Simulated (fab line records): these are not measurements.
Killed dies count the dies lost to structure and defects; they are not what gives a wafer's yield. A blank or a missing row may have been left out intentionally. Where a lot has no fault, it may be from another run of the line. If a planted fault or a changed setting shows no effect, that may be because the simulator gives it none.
fab line records | flow rit_cmos
record: lots: 6 | wafers: 18 | last_day: 6
route steps=202 shown CONTACT@172 M1@184
lots that met no fault: taken from a fault-free run of the same line
start_h: hours from the record's first day to the start of the lot's first wafer shown | wait_h: hours since the lot's step before | " the same as in the row above | L1.1+2: a row that stands for several wafers | - value missing, or start not given | * or withheld: withheld | < > ~ a bound
route shown NAME@n: names a module that has steps shown in the file, with the first one's number in the route | usual: mean/standard deviation of fault-free wafers | same: alike in all rows | chamber/n: place in a boat | sites: each site's reading | _std_site: standard deviation across them | _edge_site: mean of outer sites minus mean of inner sites | radius_mm: how far each site lies from the wafer's centre | mask NAME#n: copy n | behind: the last tool/chamber to shape the wafer | hold: the reason the lot was held/the length of the hold in hours/how it ended | device: names the non-switching transistor (n, p or np) | end of line: the tests these same wafers got at the end of their route | where a step has no rows: the recipe by itself | killed: count of dies lost to structure and defects at first sort (not the wafer's yield) | map: the dies of a wafer, with x for killed, . for not killed, _ for no die there
set.NAME: the run value of the setting; set.NAME@STEP: its run value at that earlier step | model.NAME: the simulator's own value behind a step, which no gauge read
lots seen at some steps along the route; tables by step, rows by wafer
services: the hour from which a tool's chamber was out of use, counted from the record's first day as start_h (under 0 if before that day), plus the number of hours and why
== steps ==
step: RIT_CONTACT_SOFTBAKE_04
recipe: resist: NOVOLAK | temp_c: 90 | time_s: 60
step: RIT_CONTACT_EXPOSE_05
recipe: mask_id: M11 | na: 0.6 | source_shape: conventional | sigma_outer: 0.5 | target_cd_nm: 1000 | dose_mj: 250
step: RIT_CONTACT_PEB_06
recipe: resist: NOVOLAK | temp_c: withheld | time_s: withheld
step: RIT_CONTACT_DEVELOP_07
recipe: resist: NOVOLAK | develop_time_s: 120 | dev_temp_c: 23
step: RIT_CONTACT_CD_MEAS_08
recipe: target_cd_nm: 1000
usual: cd_nm: 999.8/2.8
lot.wafer | tool      | chamber | start_h | wait_h | cd_nm
L305.1    | cd_sem-01 | -       | 51.62   | -      | 992.8
L305.2    | "         | -       | "       | "      | 994.2
L305.6    | "         | -       | "       | "      | 995.6
L314.2    | cd_sem-01 | -       | 102.03  | -      | 999.5
L314.3    | "         | -       | "       | "      | 997.8
L314.4    | "         | -       | "       | "      | 997.7
L317.2    | cd_sem-01 | -       | 115.34  | -      | 1000.4
L317.3    | "         | -       | "       | "      | 1000.7
L317.6    | "         | -       | "       | "      | 1000.4
L318.1    | cd_sem-01 | -       | 124.55  | -      | 999.0
L318.5    | "         | -       | "       | "      | 999.3
L318.6    | "         | -       | "       | "      | 999.8
L320.2    | cd_sem-02 | -       | 127.49  | -      | 1003.9
L320.3    | "         | -       | "       | "      | 1003.8
L320.5    | "         | -       | "       | "      | 1006.0
L322.1    | cd_sem-01 | -       | 136.51  | -      | 999.8
L322.4    | "         | -       | "       | "      | 997.4
L322.6    | "         | -       | "       | "      | 998.7
step: RIT_CONTACT_OVL_MEAS_09
usual: CONTACT_OVL: -1.0/1.4
lot.wafer | tool       | chamber | start_h | wait_h | CONTACT_OVL[nm]
L305.1    | overlay-02 | -       | 51.74   | 0.1    | 2.7
L305.2    | "          | -       | "       | "      | 0.7
L305.6    | "          | -       | "       | "      | -0.3
L314.2    | overlay-01 | -       | 102.13  | 0.1    | -1.0
L314.3    | "          | -       | "       | "      | -0.1
L314.4    | "          | -       | "       | "      | -1.0
L317.2    | overlay-01 | -       | 115.45  | 0.1    | -0.7
L317.3    | "          | -       | "       | "      | -2.1
L317.6    | "          | -       | "       | "      | -1.2
L318.1    | overlay-02 | -       | 124.67  | 0.1    | 0.6
L318.5    | "          | -       | "       | "      | -0.1
L318.6    | "          | -       | "       | "      | 0.6
L320.2    | overlay-02 | -       | 127.60  | 0.1    | -0.8
L320.3    | "          | -       | "       | "      | -2.2
L320.5    | "          | -       | "       | "      | -1.1
L322.1    | overlay-02 | -       | 136.63  | 0.1    | -2.1
L322.4    | "          | -       | "       | "      | -3.2
L322.6    | "          | -       | "       | "      | -1.6
step: RIT_CONTACT_HARDBAKE_10
recipe: resist: NOVOLAK | temp_c: 140 | time_s: 60
step: RIT_CONTACT_ETCH_11
recipe: target_depth_a: 4800 | over_etch_frac: 0.2 | stop_on: TiSi2 | chemistry: CHF3/CF4/Ar | target: SiO2 | CHF3_flow_sccm: 50 | cf4_flow_sccm: 10 | Ar_flow_sccm: 100 | O2_flow_sccm: 5 | pressure_mtorr: 100 | rf_w: 200 | time_s: 320
usual: drypump_motor_current_A: 5.9/0.42 | oes_product_au: 0.995/0.015 | throttle_valve_pct: 8.92/0.15
same: over_etch_frac: 0.2
lot.wafer | tool        | chamber | start_h | wait_h | drypump_motor_current_A | oes_product_au | rf_hours_counter_h | throttle_valve_pct
L305.1    | rie_diel-01 | 3       | 51.93   | 0.1    | 6.2                     | 0.990          | 23                 | 9.05
L305.2    | "           | 0       | "       | "      | 6.1                     | 0.993          | 86                 | 8.86
L305.6    | "           | 0       | "       | "      | 6.0                     | 0.999          | -                  | 8.87
L314.2    | rie_diel-03 | 0       | 102.31  | 0.1    | 6.5                     | 0.983          | 48                 | 9.08
L314.3    | "           | 2       | "       | "      | 6.5                     | 0.993          | 104                | 9.03
L314.4    | "           | 1       | "       | "      | 5.7                     | 1.015          | 94                 | 8.75
L317.2    | rie_diel-03 | 3       | 115.63  | 0.1    | 6.0                     | 1.009          | 9                  | 8.99
L317.3    | "           | 0       | "       | "      | 6.5                     | 0.981          | 48                 | 9.09
L317.6    | "           | 3       | "       | "      | 6.1                     | 1.002          | -                  | 8.98
L318.1    | rie_diel-04 | 2       | 124.85  | 0.1    | 5.6                     | 0.996          | 43                 | 8.60
L318.5    | "           | 0       | "       | "      | 5.3                     | 1.014          | -                  | 9.02
L318.6    | "           | 1       | "       | "      | 5.4                     | 1.019          | -                  | 9.16
L320.2    | rie_diel-01 | 3       | 127.78  | 0.1    | 6.2                     | 1.003          | 24                 | 9.05
L320.3    | "           | 1       | "       | "      | 6.5                     | 0.969          | 116                | 8.79
L320.5    | "           | 1       | "       | "      | 6.6                     | 0.973          | -                  | 8.78
L322.1    | rie_diel-03 | 1       | 136.81  | 0.1    | 5.7                     | 1.004          | 95                 | 8.77
L322.4    | "           | 2       | "       | "      | 6.4                     | 0.999          | 105                | 9.04
L322.6    | "           | 2       | "       | "      | 6.4                     | 0.998          | -                  | 9.03
step: RIT_CONTACT_STRIP_12
recipe: chemistry: O2 | time_s: 180 | resist: NOVOLAK | platen_temp_c: withheld | power_w: 500 | pressure_mtorr: 4000 | o2_flow_sccm: 4000
usual: drypump_motor_current_A: 5.4/0.5
lot.wafer | tool            | chamber | start_h | wait_h | drypump_motor_current_A | rf_hours_counter_h
L305.1    | plasma_asher-03 | 0       | 52.12   | 0.1    | 4.8                     | 39
L305.2    | "               | 1       | "       | "      | 5.8                     | 39
L305.6    | "               | 1       | "       | "      | 5.8                     | -
L314.2    | plasma_asher-02 | 0       | 102.51  | 0.1    | 5.7                     | 31
L314.3    | "               | 0       | "       | "      | 5.7                     | -
L314.4    | "               | 1       | "       | "      | 4.7                     | -
L317.2    | plasma_asher-03 | 0       | 115.82  | 0.1    | 4.7                     | 46
L317.3    | "               | 1       | "       | "      | 5.9                     | -
L317.6    | "               | 1       | "       | "      | 5.9                     | -
L318.1    | plasma_asher-03 | 0       | 125.05  | 0.1    | 4.7                     | 48
L318.5    | "               | 0       | "       | "      | 4.7                     | -
L318.6    | "               | 1       | "       | "      | 5.8                     | -
L320.2    | plasma_asher-04 | 0       | 127.97  | 0.1    | 5.9                     | 1
L320.3    | "               | 0       | "       | "      | 5.9                     | -
L320.5    | "               | 1       | "       | "      | 5.4                     | -
L322.1    | plasma_asher-03 | 0       | 137.06  | 0.2    | 4.7                     | 49
L322.4    | "               | 0       | "       | "      | 4.7                     | -
L322.6    | "               | 0       | "       | "      | 4.7                     | -
step: RIT_CONTACT_CD_MEAS_90
recipe: target_cd_nm: 1000
usual: cd_nm: 999.7/2.7
lot.wafer | tool      | chamber | start_h | wait_h | cd_nm
L305.1    | cd_sem-01 | -       | 52.30   | 0.1    | 993.2
L305.2    | "         | -       | "       | "      | 994.5
L305.6    | "         | -       | "       | "      | 995.1
L314.2    | cd_sem-01 | -       | 102.70  | 0.1    | 999.4
L314.3    | "         | -       | "       | "      | 997.9
L314.4    | "         | -       | "       | "      | 997.1
L317.2    | cd_sem-02 | -       | 116.02  | 0.1    | 1000.3
L317.3    | "         | -       | "       | "      | 1000.9
L317.6    | "         | -       | "       | "      | 1000.7
L318.1    | cd_sem-02 | -       | 125.22  | 0.1    | 999.0
L318.5    | "         | -       | "       | "      | 998.6
L318.6    | "         | -       | "       | "      | 1000.3
L320.2    | cd_sem-01 | -       | 128.17  | 0.1    | 1003.7
L320.3    | "         | -       | "       | "      | 1003.6
L320.5    | "         | -       | "       | "      | 1005.9
L322.1    | cd_sem-02 | -       | 137.24  | 0.1    | 1000.5
L322.4    | "         | -       | "       | "      | 997.6
L322.6    | "         | -       | "       | "      | 998.8
step: RIT_CONTACT_CLEAN_13
recipe: chemistry: SC1 | mix: 3:3:50 | time_s: 600 | temp_c: 75
step: RIT_CONTACT_CLEAN_14
recipe: chemistry: SC2 | mix: 3:3:50 | time_s: 600 | temp_c: 75 | dry: n2_spin
step: RIT_M1_SPUTTER_00
recipe: material: Al | target_thk_nm: 400 | power_w: 2000 | chamber_pressure_pa: 0.4 | gas: Ar | time_s: 500 | substrate_temp_c: 25
usual: throttle_valve_pct: 29.9/0.93
lot.wafer | tool           | chamber | start_h | wait_h | throttle_valve_pct | model.Al_of_M1_SPUTTER_00.thk_nm
L305.1    | pvd_sputter-03 | -       | 52.78   | 0.0    | 30.8               | 393.4
L305.2    | "              | -       | "       | "      | 28.0               | 393.1
L305.6    | "              | -       | "       | "      | 29.5               | 393.1
L314.2    | pvd_sputter-01 | -       | 103.17  | 0.0    | 31.0               | 402.8
L314.3    | "              | -       | "       | "      | 29.6               | 401.2
L314.4    | "              | -       | "       | "      | 30.8               | 402.8
L317.2    | pvd_sputter-01 | -       | 116.47  | 0.0    | 30.9               | 399.4
L317.3    | "              | -       | "       | "      | 30.9               | 404.9
L317.6    | "              | -       | "       | "      | 29.6               | 613.9
L318.1    | pvd_sputter-01 | -       | 125.92  | 0.0    | 29.4               | 402.9
L318.5    | "              | -       | "       | "      | 29.4               | 617.2
L318.6    | "              | -       | "       | "      | 30.7               | 405.2
L320.2    | pvd_sputter-04 | -       | 128.79  | 0.0    | 29.0               | 404.7
L320.3    | "              | -       | "       | "      | 30.3               | 407.5
L320.5    | "              | -       | "       | "      | 30.1               | 405.9
L322.1    | pvd_sputter-04 | -       | 137.71  | 0.0    | 29.7               | 403.6
L322.4    | "              | -       | "       | "      | 30.1               | 402.7
L322.6    | "              | -       | "       | "      | 29.0               | 400.6
step: RIT_M1_RS_MEAS_01
recipe: thk_meas_gauge: four-point-probe | reads: Al_of_M1_SPUTTER_00
usual: M1_AL_RS: 0.0732/0.00078
lot.wafer | tool          | chamber | start_h | wait_h | M1_AL_RS[ohm/sq]
L305.1    | film_metro-02 | -       | 53.08   | 0.1    | 0.0748
L305.2    | "             | -       | "       | "      | 0.0749
L305.6    | "             | -       | "       | "      | 0.0749
L314.2    | film_metro-04 | -       | 103.48  | 0.2    | 0.0729
L314.3    | "             | -       | "       | "      | 0.0733
L314.4    | "             | -       | "       | "      | 0.0728
L317.2    | film_metro-04 | -       | 116.78  | 0.2    | 0.0736
L317.3    | "             | -       | "       | "      | 0.0725
L317.6    | "             | -       | "       | "      | 0.0475
L318.1    | film_metro-04 | -       | 126.21  | 0.1    | 0.0729
L318.5    | "             | -       | "       | "      | 0.0472
L318.6    | "             | -       | "       | "      | 0.0725
L320.2    | film_metro-02 | -       | 129.11  | 0.2    | 0.0726
L320.3    | "             | -       | "       | "      | 0.0722
L320.5    | "             | -       | "       | "      | 0.0725
L322.1    | film_metro-04 | -       | 138.00  | 0.1    | 0.0729
L322.4    | "             | -       | "       | "      | 0.0729
L322.6    | "             | -       | "       | "      | 0.0733
step: RIT_M1_THK_MEAS_02
recipe: thk_meas_gauge: xrf | reads: Al_of_M1_SPUTTER_00
usual: M1_AL_THK: 402/5
lot.wafer | tool          | chamber | start_h | wait_h | M1_AL_THK[nm]
L305.1    | film_metro-02 | -       | 53.20   | 0.1    | 393
L305.2    | "             | -       | "       | "      | 391
L305.6    | "             | -       | "       | "      | 391
L314.2    | film_metro-04 | -       | 103.59  | 0.1    | 407
L314.3    | "             | -       | "       | "      | 403
L314.4    | "             | -       | "       | "      | 407
L317.2    | film_metro-04 | -       | 116.89  | 0.1    | 401
L317.3    | "             | -       | "       | "      | 409
L317.6    | "             | -       | "       | "      | 621
L318.1    | film_metro-04 | -       | 126.33  | 0.1    | 404
L318.5    | "             | -       | "       | "      | 619
L318.6    | "             | -       | "       | "      | 406
L320.2    | film_metro-02 | -       | 129.22  | 0.1    | 402
L320.3    | "             | -       | "       | "      | 408
L320.5    | "             | -       | "       | "      | 404
L322.1    | film_metro-04 | -       | 138.12  | 0.1    | 405
L322.4    | "             | -       | "       | "      | 404
L322.6    | "             | -       | "       | "      | 402
step: RIT_M1_HMDS_03
recipe: prime_time_s: 60 | prime_temp_c: 140
step: RIT_M1_COAT_04
recipe: resist: NOVOLAK | spin_rpm: 2000 | resist_thk_nm: 1300
step: RIT_M1_SOFTBAKE_05
recipe: resist: NOVOLAK | temp_c: 90 | time_s: 60
step: RIT_M1_EXPOSE_06
recipe: mask_id: M12 | na: 0.6 | source_shape: conventional | sigma_outer: 0.5 | target_cd_nm: 2600 | dose_mj: 250
step: RIT_M1_PEB_07
recipe: resist: NOVOLAK | temp_c: withheld | time_s: withheld
step: RIT_M1_DEVELOP_08
recipe: resist: NOVOLAK | develop_time_s: 68 | dev_temp_c: 23
step: RIT_M1_CD_MEAS_09
recipe: target_cd_nm: 2600
usual: cd_nm: 2599.2/2.5
lot.wafer | tool      | chamber | start_h | wait_h | cd_nm
L305.1    | cd_sem-02 | -       | 54.14   | -      | 2599.0
L305.2    | "         | -       | "       | "      | 2598.1
L305.6    | "         | -       | "       | "      | 2597.6
L314.2    | cd_sem-01 | -       | 104.94  | -      | 2598.0
L314.3    | "         | -       | "       | "      | 2597.1
L314.4    | "         | -       | "       | "      | 2599.3
L317.2    | cd_sem-02 | -       | 117.84  | -      | 2599.5
L317.3    | "         | -       | "       | "      | 2599.5
L317.6    | "         | -       | "       | "      | 2600.0
L318.1    | cd_sem-01 | -       | 127.48  | -      | 2600.5
L318.5    | "         | -       | "       | "      | 2599.4
L318.6    | "         | -       | "       | "      | 2600.0
L320.2    | cd_sem-01 | -       | 130.20  | -      | 2597.4
L320.3    | "         | -       | "       | "      | 2600.7
L320.5    | "         | -       | "       | "      | 2597.2
L322.1    | cd_sem-01 | -       | 139.31  | -      | 2596.4
L322.4    | "         | -       | "       | "      | 2597.2
L322.6    | "         | -       | "       | "      | 2597.9
step: RIT_M1_OVL_MEAS_10
usual: M1_OVL: 0.0/1.5
lot.wafer | tool       | chamber | start_h | wait_h | M1_OVL[nm]
L305.1    | overlay-02 | -       | 54.26   | 0.1    | 3.2
L305.2    | "          | -       | "       | "      | 2.9
L305.6    | "          | -       | "       | "      | 3.2
L314.2    | overlay-02 | -       | 105.05  | 0.1    | 2.4
L314.3    | "          | -       | "       | "      | 1.6
L314.4    | "          | -       | "       | "      | 1.3
L317.2    | overlay-02 | -       | 117.95  | 0.1    | -0.3
L317.3    | "          | -       | "       | "      | 1.8
L317.6    | "          | -       | "       | "      | 1.8
L318.1    | overlay-01 | -       | 127.60  | 0.1    | -0.3
L318.5    | "          | -       | "       | "      | 0.6
L318.6    | "          | -       | "       | "      | 0.7
L320.2    | overlay-02 | -       | 130.31  | 0.1    | -0.1
L320.3    | "          | -       | "       | "      | 0.4
L320.5    | "          | -       | "       | "      | -0.1
L322.1    | overlay-02 | -       | 139.43  | 0.1    | 1.1
L322.4    | "          | -       | "       | "      | 0.4
L322.6    | "          | -       | "       | "      | 0.9
step: RIT_M1_HARDBAKE_11
recipe: resist: NOVOLAK | temp_c: 140 | time_s: 120
step: RIT_M1_METAL_ETCH_12
recipe: stop_on: SiO2 | chemistry: Cl2/BCl3 | target: Al | time_s: 165 | over_etch_frac: 0.5 | pressure_mtorr: 100 | target_depth_a: 6000 | rf_w: 250 | Cl2_flow_sccm: 60 | bcl3_flow_sccm: 50
usual: drypump_motor_current_A: 6.0/0.53 | oes_product_au: 0.774/0.012 | throttle_valve_pct: 8.33/0.086
same: over_etch_frac: 0.5
lot.wafer | tool         | chamber | start_h | wait_h | drypump_motor_current_A | oes_product_au | rf_hours_counter_h | throttle_valve_pct
L305.1    | rie_metal-04 | 1       | 54.54   | 0.2    | 6.2                     | 0.764          | 35                 | 8.30
L305.2    | "            | 1       | "       | "      | 6.2                     | 0.765          | -                  | 8.30
L305.6    | "            | 1       | "       | "      | 6.2                     | 0.762          | -                  | 8.31
L314.2    | rie_metal-02 | 1       | 105.40  | 0.2    | 6.0                     | 0.765          | 1                  | 8.44
L314.3    | "            | 0       | "       | "      | 5.5                     | 0.781          | -                  | 8.22
L314.4    | "            | 1       | "       | "      | 6.0                     | 0.774          | -                  | 8.46
L317.2    | rie_metal-04 | 1       | 118.36  | 0.2    | 6.2                     | 0.770          | -                  | 8.31
L317.3    | "            | 1       | "       | "      | 6.3                     | 0.777          | -                  | 8.30
L317.6    | "            | 1       | "       | "      | 6.3                     | 0.982          | -                  | 8.28
L318.1    | rie_metal-02 | 1       | 128.03  | 0.2    | 6.0                     | 0.760          | 1                  | 8.44
L318.5    | "            | 1       | "       | "      | 6.0                     | 0.977          | -                  | 8.42
L318.6    | "            | 0       | "       | "      | 5.5                     | 0.777          | -                  | 8.22
L320.2    | rie_metal-04 | 1       | 130.64  | 0.2    | 6.3                     | 0.768          | -                  | 8.29
L320.3    | "            | 1       | "       | "      | 6.2                     | 0.778          | -                  | 8.30
L320.5    | "            | 1       | "       | "      | 6.3                     | 0.778          | -                  | 8.30
L322.1    | rie_metal-02 | 0       | 139.72  | 0.2    | 5.5                     | 0.771          | 2                  | 8.22
L322.4    | "            | 0       | "       | "      | 5.5                     | 0.779          | -                  | 8.23
L322.6    | "            | 0       | "       | "      | 5.6                     | 0.774          | -                  | 8.21
step: RIT_M1_STRIP_13
recipe: chemistry: nmp | resist: NOVOLAK | temp_c: 80 | time_s: 600 | dry: n2_spin
step: RIT_M1_PROBE_99
usual: defect_limited_yield: 97.5/1.2 | killed_at_M0_to_M3: 0.0/0.22 | killed_at_front_end: 7/3.1 | killed_dies: 7/3.1 | killed_on_rim: 1.6/1.3 | killed_open: 3.2/2.1 | killed_short: 3.4/2
same: gross_dies: 264 | killed_at_M4_up: 0 | killed_at_back_side: 0 | killed_at_contacts: 0 | killed_at_other: 0
lot.wafer | tool      | chamber | start_h | wait_h | defect_limited_yield[%] | killed_at_M0_to_M3 | killed_at_front_end | killed_dies | killed_on_rim | killed_open | killed_short | model.etest.tester.sort_n_pass | model.etest.tester.sort_yield_pct | model.etest.tester.sort_bin_5_pct | model.etest.field_p.short | model.etest.antenna_poly.short | model.etest.well_edge_left.short | model.etest.diode_nplus_pwell.over_limit | model.etest.pwell.short
L305.1    | prober-02 | -       | 56.96   | 0.1    | 98.1                    | 0                  | 5                   | 5           | 3             | 2           | 3            | 259                            | 98.11                             | 0.3788                            | 0                         | 0                              | 0                                | 0                                        | 0
L305.2    | prober-02 | -       | 57.01   | 0.1    | 97.7                    | 0                  | 6                   | 6           | 2             | 2           | 4            | 258                            | 97.73                             | 1.136                             | 0                         | 0                              | 0                                | 0                                        | 0
L305.6    | prober-02 | -       | 57.21   | 0.2    | 98.5                    | 0                  | 4                   | 4           | 1             | 2           | 2            | 260                            | 98.48                             | 0.3788                            | 0                         | 0                              | 0                                | 0                                        | 0
L314.2    | prober-01 | -       | 107.70  | 0.1    | 98.1                    | 1                  | 4                   | 5           | 0             | 2           | 3            | 259                            | 98.11                             | 0.7576                            | 0                         | 0                              | 0                                | 0                                        | 0
L314.3    | prober-01 | -       | 107.75  | 0.2    | 96.2                    | 0                  | 10                  | 10          | 0             | 7           | 3            | 254                            | 96.21                             | 3.03                              | 0                         | 0                              | 0                                | 0                                        | 0
L314.4    | prober-01 | -       | 107.80  | 0.2    | 93.9                    | 0                  | 16                  | 16          | 5             | 8           | 8            | 248                            | 93.94                             | 3.788                             | 0                         | 0                              | 0                                | 0                                        | 0
L317.2    | prober-02 | -       | 120.77  | 0.1    | 95.8                    | 0                  | 11                  | 11          | 1             | 9           | 2            | 253                            | 95.83                             | 1.515                             | 0                         | 0                              | 0                                | 0                                        | 0
L317.3    | prober-02 | -       | 120.82  | 0.2    | 98.5                    | 0                  | 4                   | 4           | 3             | 2           | 2            | 260                            | 98.48                             | 1.136                             | 0                         | 0                              | 0                                | 0                                        | 0
L317.6    | prober-02 | -       | 120.97  | 0.2    | 20.1                    | 206                | 5                   | 211         | 56            | 4           | 1            | 0                              | 0                                 | 79.55                             | 1                         | 1                              | 1                                | 1                                        | 1
L318.1    | prober-02 | -       | 130.73  | 0.1    | 98.9                    | 0                  | 3                   | 3           | 1             | 1           | 2            | 261                            | 98.86                             | 0.7576                            | 0                         | 0                              | 0                                | 0                                        | 0
L318.5    | prober-02 | -       | 130.93  | 0.2    | 6.4                     | 242                | 5                   | 247         | 66            | 3           | 2            | 0                              | 0                                 | 92.42                             | 1                         | 1                              | 1                                | 1                                        | 1
L318.6    | prober-02 | -       | 130.98  | 0.2    | 97.7                    | 0                  | 6                   | 6           | 2             | 1           | 5            | 258                            | 97.73                             | 1.894                             | 0                         | 0                              | 0                                | 0                                        | 0
L320.2    | prober-01 | -       | 133.23  | 0.1    | 96.6                    | 0                  | 9                   | 9           | 4             | 5           | 4            | 255                            | 96.59                             | 1.894                             | 0                         | 0                              | 0                                | 0                                        | 0
L320.3    | prober-01 | -       | 133.28  | 0.2    | 98.1                    | 0                  | 5                   | 5           | 1             | 2           | 3            | 259                            | 98.11                             | 0.7576                            | 0                         | 0                              | 0                                | 0                                        | 0
L320.5    | prober-01 | -       | 133.38  | 0.2    | 95.1                    | 0                  | 13                  | 13          | 2             | 6           | 7            | 251                            | 95.08                             | 2.652                             | 0                         | 0                              | 0                                | 0                                        | 0
L322.1    | prober-02 | -       | 141.97  | 0.1    | 98.1                    | 0                  | 5                   | 5           | 1             | 2           | 3            | 259                            | 98.11                             | 1.136                             | 0                         | 0                              | 0                                | 0                                        | 0
L322.4    | prober-02 | -       | 142.12  | 0.2    | 97.7                    | 0                  | 6                   | 6           | 2             | 4           | 2            | 258                            | 97.73                             | 2.273                             | 0                         | 0                              | 0                                | 0                                        | 0
L322.6    | prober-02 | -       | 142.22  | 0.2    | 96.2                    | 0                  | 10                  | 10          | 1             | 6           | 4            | 254                            | 96.21                             | 1.894                             | 0                         | 0                              | 0                                | 0                                        | 0
killed by level:class
L305.1 FOX2:geometric_particle:short=1 GATE:geometric_particle:open=1 GATE:geometric_particle:short=1 SPACER:geometric_particle:open=1 SPACER:geometric_particle:short=1
L305.2 GATE:geometric_particle:short=2 FOX1:geometric_particle:open=1 FOX2:geometric_particle:short=1 GATE:geometric_particle:open=1 REOX:geometric_particle:short=1
L305.6 REOX:geometric_particle:short=2 GATE:geometric_particle:open=1 REOX:geometric_particle:open=1
L314.2 FOX1:geometric_particle:open=1 GATE:geometric_particle:short=1 REOX:geometric_particle:short=1 REOX:geometric_particle:open=1 M1:geometric_particle:short=1
L314.3 GATE:geometric_particle:open=4 FOX1:geometric_particle:open=3 FOX1:geometric_particle:short=1 GATE:geometric_particle:short=1 SILICIDE:geometric_particle:short=1
L314.4 GATE:geometric_particle:short=5 GATE:geometric_particle:open=5 REOX:geometric_particle:short=2 FOX2:geometric_particle:open=1 REOX:geometric_particle:open=1 SPACER:geometric_particle:short=1 SILICIDE:geometric_particle:open=1
L317.2 GATE:geometric_particle:open=3 FOX1:geometric_particle:open=2 SPACER:geometric_particle:open=2 FOX2:geometric_particle:open=1 REOX:geometric_particle:short=1 REOX:geometric_particle:open=1 SPACER:geometric_particle:short=1
L317.3 FOX1:geometric_particle:open=2 FOX1:geometric_particle:short=2
L317.6 M1:area_etch=206 GATE:geometric_particle:open=2 GATE:geometric_particle:short=1 SPACER:geometric_particle:open=1 SILICIDE:geometric_particle:open=1
L318.1 GATE:geometric_particle:short=2 GATE:geometric_particle:open=1
L318.5 M1:area_etch=242 FOX1:geometric_particle:open=1 GATE:geometric_particle:short=1 REOX:geometric_particle:short=1 REOX:geometric_particle:open=1 SPACER:geometric_particle:open=1
L318.6 GATE:geometric_particle:short=4 GATE:geometric_particle:open=1 SPACER:geometric_particle:short=1
L320.2 GATE:geometric_particle:short=3 GATE:geometric_particle:open=2 REOX:geometric_particle:short=1 REOX:geometric_particle:open=1 SPACER:geometric_particle:open=1 SILICIDE:geometric_particle:open=1
L320.3 GATE:geometric_particle:open=2 GATE:geometric_particle:short=2 FOX2:geometric_particle:short=1
L320.5 FOX1:geometric_particle:short=4 FOX1:geometric_particle:open=2 SPACER:geometric_particle:open=2 FOX2:geometric_particle:open=1 GATE:geometric_particle:short=1 REOX:geometric_particle:open=1 REOX:geometric_particle:short=1 SPACER:geometric_particle:short=1
L322.1 GATE:geometric_particle:short=3 SPACER:geometric_particle:open=1 SILICIDE:geometric_particle:open=1
L322.4 GATE:geometric_particle:open=2 REOX:geometric_particle:short=2 FOX1:geometric_particle:open=1 SPACER:geometric_particle:open=1
L322.6 GATE:geometric_particle:open=3 REOX:geometric_particle:short=3 FOX1:geometric_particle:open=1 FOX2:geometric_particle:short=1 FOX2:geometric_particle:open=1 REOX:geometric_particle:open=1
map L317.6 (x killed, . not)
________.x.xxxx_______
_____xxxxxxxxxxxxx____
____xxxxxxxxxx.x..x___
___xxxxx.x...xx.xxxx__
__.xxxxxxxxx...xx.xxx_
__xxxxxxxxxxxxxxxxxxx_
_xxx..xxxxxxx.xxxxxxxx
_xxxxxxxxxxxxxxxxxxxxx
_xxxxxxxxxxxx...xxx.x.
_xxxxxxxxxxx.xxxxx.xxx
__xxxxxx.xx.x.xx..xx._
__xxxxxx.xx..xxxx...._
___xxxxx.xx...xxxx..__
____xx.xx.xxxx.xx.x___
_____xx...xxx.xxxx____
________xxxxx.x_______
map L318.5 (x killed, . not)
________xxxxxxx_______
_____xxxxx..xxx..x____
____xxxxxxxxxxxxx.x___
___xxxxxxxxx.xxxxxxx__
__xxxxxxxxxxxxxxxxxxx_
__x.xxxxx.xxxxxxxxxxx_
_xxxxxxx..x..xxxxxxxxx
_xxxxxxxx.xxx.xxxxxxxx
_xxxxxxxxxxxxxxxxxxxxx
_xxxxxxxxxxxxxxxxxxx.x
__xxxxx.xxxxxxxxxxxxx_
__xxxxxxxxxx.xxxxxxxx_
___xxxxxxxxxxxxxxxxx__
____xxxxxxxxxxxxxxx___
_____xxxxxxxxxxxxx____
________xxxxxxx_______
== services ==
tool            | chamber | start_h | hours | kind
pvd_sputter-01  | -       | 51.23   | 1.8   | repair
rie_diel-03     | -       | 63.17   | 1.2   | repair
rie_diel-03     | 1       | 67.11   | 4.3   | repair
rie_diel-03     | 0       | 69.56   | 6.8   | repair
rie_diel-03     | 2       | 74.67   | 8.6   | repair
rie_diel-03     | 0       | 83.14   | 16.3  | repair
rie_metal-02    | -       | 92.71   | 0.1   | repair
rie_metal-04    | 1       | 105.00  | 9.8   | repair
plasma_asher-04 | -       | 108.75  | 9.0   | pm
plasma_asher-04 | 0       | 108.75  | 9.0   | vent_cycle
plasma_asher-04 | 1       | 108.75  | 9.0   | vent_cycle
plasma_asher-02 | -       | 112.24  | 1.4   | repair
plasma_asher-04 | 0       | 117.75  | -     | clean
plasma_asher-04 | 1       | 117.75  | -     | clean
rie_metal-04    | -       | 136.12  | 20.0  | pm
rie_metal-04    | 0       | 136.12  | 20.0  | vent_cycle
rie_metal-04    | 1       | 136.12  | 20.0  | vent_cycle
plasma_asher-02 | -       | 136.57  | 2.0   | repair
rie_diel-04     | 0       | 137.94  | -     | clean
rie_diel-04     | 0       | 137.94  | 19.8  | scheduled_down
rie_diel-04     | 0       | 137.94  | 19.8  | vent_cycle
== key ==
first_sign: step: RIT_M1_RS_MEAS_01 | reading: M1_AL_RS | direction: down | sigmas: 33 | usual: 0.0732 | struck: 0.0474
effect: step: RIT_M1_THK_MEAS_02 | reading: M1_AL_THK | direction: up | sigmas: 44 | usual: 402 | struck: 620
effect: step: RIT_M1_METAL_ETCH_12 | reading: oes_product_au | direction: up | sigmas: 18 | usual: 0.774 | struck: 0.979
effect: step: RIT_M1_PROBE_99 | reading: killed_at_M0_to_M3 | direction: up | sigmas: 99+ | usual: 0.0 | struck: 224
model_effect: step: RIT_M1_SPUTTER_00 | value: Al_of_M1_SPUTTER_00.thk_nm | without: 402.9 | struck: 615.6
model_effect: step: RIT_M1_PROBE_99 | value: etest.tester.sort_n_pass | without: 259 | struck: 0
more_kills_born_at: RIT_M1_METAL_ETCH_12@rie_metal-02: 242 | RIT_M1_METAL_ETCH_12@rie_metal-04: 206
met_at RIT_M1_SPUTTER_00
struck_wafers L317.6,L318.5
later_rows_left_out L317.6,L318.5
fault: kind: process_parameter_drift | tool: pvd_sputter-01 | chamber: - | onset_h: 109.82 | steps: RIT_M1_SPUTTER_00 | channel: time_s | offset: * | shape: step | end_h: 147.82 | stated: * | scope: struck_wafers_only
later_rows_left_out: the simulator's readings of these wafers behind a module that went badly wrong aren't trusted and aren't shown, but for the sort
